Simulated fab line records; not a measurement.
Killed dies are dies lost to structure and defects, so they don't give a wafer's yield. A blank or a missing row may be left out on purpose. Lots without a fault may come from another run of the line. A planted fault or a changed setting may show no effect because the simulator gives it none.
Which tool was responsible? -- flow rit_cmos -- 7 lots, 21 wafers sampled, at 1 step of a route of 202

== WHAT THE GAUGES READ, wafer by wafer ==
RIT_PWELL_TW_MEAS_10.
lot,measured,on,PWELL_TW
L452,day 2 04:19,film_metro-03,951 956 952
L454,day 2 15:26,film_metro-04,965 963 960
L460,day 3 21:44,film_metro-03,946 950 951
L463,day 4 12:11,film_metro-04,962 957 963
L468,day 5 13:37,film_metro-03,951 950 949
L471,day 6 04:23,film_metro-01,941 941 940
L474,day 6 17:59,film_metro-03,944 952 953

== WHICH TOOL RAN EACH LOT (tool, then ch and the chambers of the sampled wafers, then the start) ==
The record shows no process step preceding these readings.

== THE ANSWER, worked out from the rows above alone ==
Rule: usual is defined by the lots themselves. The widest of any qualifying gaps counts: lots, ordered by their means at a reading, are off when they make up no more than a third of the lots, leave a main group of 4 or more, and stand apart from it by 3 or more times the standard deviation of that group's means. A main group whose means are all the same, to the digits that the tables above print for the reading, isn't used. Also off: a lot with no number at a reading for which 4 or more lots have one. Where the step has rows for the other lots, those lots are counted as sound.
No lot is off at any reading shown: from this, nothing can be told.

== WHAT THE SIMULATOR HAD PUT IN ==
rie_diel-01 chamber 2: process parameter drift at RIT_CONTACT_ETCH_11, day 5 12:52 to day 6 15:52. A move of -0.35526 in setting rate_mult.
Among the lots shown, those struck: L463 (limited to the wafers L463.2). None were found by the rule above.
